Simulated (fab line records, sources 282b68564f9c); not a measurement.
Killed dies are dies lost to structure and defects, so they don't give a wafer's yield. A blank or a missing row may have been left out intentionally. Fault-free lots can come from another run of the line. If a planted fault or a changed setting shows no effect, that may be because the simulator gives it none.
Which tool was responsible? || flow rit_cmos || 13 lots, 39 wafers sampled, at 4 steps of a route of 202

WHAT THE GAUGES SHOWED, per wafer
RIT_NLDD_OVL_MEAS_06. Usual: for NLDD_OVL the level is -0.8 nm and the standard deviation is 1.8.
{"lot": "L747", "measured": "day 2 17:36", "on": "overlay-01", "NLDD_OVL (nm)": "-0.1 -0.5 -1.4", "flag": ""}
{"lot": "L748", "measured": "day 2 23:29", "on": "overlay-01", "NLDD_OVL (nm)": "2.2 1.6 0.9", "flag": ""}
{"lot": "L749", "measured": "day 3 04:37", "on": "overlay-01", "NLDD_OVL (nm)": "-2.1 -2.0 -1.7", "flag": ""}
{"lot": "L752", "measured": "day 3 18:13", "on": "overlay-01", "NLDD_OVL (nm)": "-1.2 -2.7 -1.3", "flag": ""}
{"lot": "L753", "measured": "day 3 22:59", "on": "overlay-01", "NLDD_OVL (nm)": "0.5 -1.5 0.0", "flag": ""}
{"lot": "L755", "measured": "day 4 09:53", "on": "overlay-02", "NLDD_OVL (nm)": "-1.0 -0.1 -0.9", "flag": ""}
{"lot": "L756", "measured": "day 4 18:37", "on": "overlay-02", "NLDD_OVL (nm)": "-2.0 -3.5 -2.0", "flag": ""}
{"lot": "L757", "measured": "day 4 19:35", "on": "overlay-02", "NLDD_OVL (nm)": "-3.1 -2.8 -5.5", "flag": ""}
{"lot": "L764", "measured": "day 6 06:04", "on": "overlay-02", "NLDD_OVL (nm)": "-0.8 0.5 0.7", "flag": ""}
{"lot": "L765", "measured": "day 6 11:26", "on": "overlay-01", "NLDD_OVL (nm)": "-1.5 -2.4 -2.2", "flag": ""}
{"lot": "L766", "measured": "day 6 17:32", "on": "overlay-02", "NLDD_OVL (nm)": "-0.7 -1.8 -1.1", "flag": ""}
{"lot": "L768", "measured": "day 7 04:14", "on": "overlay-01", "NLDD_OVL (nm)": "-2.2 -1.9 -1.7", "flag": ""}
{"lot": "L770", "measured": "day 7 12:48", "on": "overlay-02", "NLDD_OVL (nm)": "-2.9 -3.2 -1.6", "flag": ""}

RIT_CONTACT_CD_MEAS_08: target cd 1000 nm. Usual: cd_nm at 999.8 nm, with a standard deviation of 2.8.
{"lot": "L747", "measured": "day 3 03:40", "on": "cd_sem-01", "cd_nm (nm)": "994.1 992.0 993.8", "flag": ""}
{"lot": "L748", "measured": "day 3 09:37", "on": "cd_sem-01", "cd_nm (nm)": "999.5 997.9 997.9", "flag": ""}
{"lot": "L749", "measured": "day 3 15:04", "on": "cd_sem-02", "cd_nm (nm)": "999.2 1000.0 1001.1", "flag": ""}
{"lot": "L752", "measured": "day 4 04:53", "on": "cd_sem-02", "cd_nm (nm)": "1000.2 999.5 1000.1", "flag": ""}
{"lot": "L753", "measured": "day 4 09:24", "on": "cd_sem-01", "cd_nm (nm)": "1002.3 1003.4 1003.6", "flag": ""}
{"lot": "L755", "measured": "day 4 20:10", "on": "cd_sem-02", "cd_nm (nm)": "1005.4 1006.1 1005.9", "flag": ""}
{"lot": "L756", "measured": "day 5 06:01", "on": "cd_sem-01", "cd_nm (nm)": "998.6 998.3 997.3", "flag": ""}
{"lot": "L757", "measured": "day 5 06:13", "on": "cd_sem-02", "cd_nm (nm)": "998.9 1001.5 1000.1", "flag": ""}
{"lot": "L764", "measured": "day 6 16:32", "on": "cd_sem-01", "cd_nm (nm)": "999.4 998.1 994.5", "flag": ""}
{"lot": "L765", "measured": "day 6 21:37", "on": "cd_sem-01", "cd_nm (nm)": "998.6 998.1 998.4", "flag": ""}
{"lot": "L766", "measured": "day 7 03:57", "on": "cd_sem-01", "cd_nm (nm)": "1002.3 1003.9 1001.7", "flag": ""}
{"lot": "L768", "measured": "day 7 14:08", "on": "cd_sem-02", "cd_nm (nm)": "998.9 1000.6 1001.9", "flag": ""}
{"lot": "L770", "measured": "day 7 23:34", "on": "cd_sem-02", "cd_nm (nm)": "1000.0 999.8 1000.0", "flag": ""}

RIT_M1_OVL_MEAS_10. Usual: for M1_OVL the level is 0.0 nm and the standard deviation is 1.5.
{"lot": "L747", "measured": "day 3 06:16", "on": "overlay-02", "M1_OVL (nm)": "3.1 3.2 2.5", "flag": ""}
{"lot": "L748", "measured": "day 3 12:16", "on": "overlay-02", "M1_OVL (nm)": "0.4 -0.5 -0.2", "flag": ""}
{"lot": "L749", "measured": "day 3 17:42", "on": "overlay-01", "M1_OVL (nm)": "-1.3 -1.3 -1.3", "flag": ""}
{"lot": "L752", "measured": "day 4 07:39", "on": "overlay-01", "M1_OVL (nm)": "1.6 1.7 -0.1", "flag": ""}
{"lot": "L753", "measured": "day 4 12:09", "on": "overlay-02", "M1_OVL (nm)": "-0.8 -0.4 -0.7", "flag": ""}
{"lot": "L755", "measured": "day 4 22:53", "on": "overlay-01", "M1_OVL (nm)": "0.1 0.3 0.2", "flag": ""}
{"lot": "L756", "measured": "day 5 09:02", "on": "overlay-02", "M1_OVL (nm)": "1.8 0.4 1.5", "flag": ""}
{"lot": "L757", "measured": "day 5 09:04", "on": "overlay-01", "M1_OVL (nm)": "-3.6 -3.4 -1.8", "flag": ""}
{"lot": "L764", "measured": "day 6 19:26", "on": "overlay-02", "M1_OVL (nm)": "1.3 1.3 -0.3", "flag": ""}
{"lot": "L765", "measured": "day 7 00:14", "on": "overlay-01", "M1_OVL (nm)": "-3.1 -2.1 -2.2", "flag": ""}
{"lot": "L766", "measured": "day 7 06:35", "on": "overlay-02", "M1_OVL (nm)": "-0.7 -1.6 -2.0", "flag": ""}
{"lot": "L768", "measured": "day 7 17:19", "on": "overlay-01", "M1_OVL (nm)": "-0.4 -0.7 1.0", "flag": ""}
{"lot": "L770", "measured": "day 8 02:20", "on": "overlay-01", "M1_OVL (nm)": "-0.9 -0.8 -2.4", "flag": ""}

WHICH TOOL RAN EACH LOT (tool, then ch and the chambers of the sampled wafers, then the start)
{"lot": "L747", "RIT_CONTACT_CLEAN_13": "wet_bench-02 ch 2, day 3 04:25"}
{"lot": "L748", "RIT_CONTACT_CLEAN_13": "wet_bench-02 ch 2, day 3 10:25"}
{"lot": "L749", "RIT_CONTACT_CLEAN_13": "wet_bench-03 ch 2, day 3 15:52"}
{"lot": "L752", "RIT_CONTACT_CLEAN_13": "wet_bench-03 ch 1, day 4 05:41"}
{"lot": "L753", "RIT_CONTACT_CLEAN_13": "wet_bench-03 ch 0, day 4 10:11"}
{"lot": "L755", "RIT_CONTACT_CLEAN_13": "wet_bench-04 ch 0, day 4 21:02"}
{"lot": "L756", "RIT_CONTACT_CLEAN_13": "wet_bench-04 ch 0, day 5 06:48"}
{"lot": "L757", "RIT_CONTACT_CLEAN_13": "wet_bench-03 ch 3, day 5 07:01"}
{"lot": "L764", "RIT_CONTACT_CLEAN_13": "wet_bench-04 ch 1, day 6 17:22"}
{"lot": "L765", "RIT_CONTACT_CLEAN_13": "wet_bench-04 ch 1, day 6 22:23"}
{"lot": "L766", "RIT_CONTACT_CLEAN_13": "wet_bench-02 ch 1, day 7 04:45"}
{"lot": "L768", "RIT_CONTACT_CLEAN_13": "wet_bench-02 ch 0, day 7 15:04"}
{"lot": "L770", "RIT_CONTACT_CLEAN_13": "wet_bench-04 ch 1, day 8 00:19"}
- RIT_CONTACT_CLEAN_13: cleans in SC1, time 600 s.

WHAT THE TOOLS THEMSELVES READ (means of the sampled wafers that have a number; where no wafer has one, the mark that the record gives instead)
The record holds no such reading with a usual standard deviation.

THE ANSWER, worked out from the rows above alone
Rule: take the mean of a lot's wafers that have a number; if it is more than 3 standard deviations from the usual mean, the lot is off. Also off: a lot with no number at a reading for which 4 or more lots have one. Any other lot the step has rows for is counted as sound. After the gauges, taken in route order, come the tools' own readings; for these a lot's mean is taken, as printed above. At the first step where some lot is off, the reading lying furthest off is the one used; lots without a number count as furthest.
None of the lots is off at any reading shown; this tells nothing.

WHAT THE SIMULATOR HAD PUT IN
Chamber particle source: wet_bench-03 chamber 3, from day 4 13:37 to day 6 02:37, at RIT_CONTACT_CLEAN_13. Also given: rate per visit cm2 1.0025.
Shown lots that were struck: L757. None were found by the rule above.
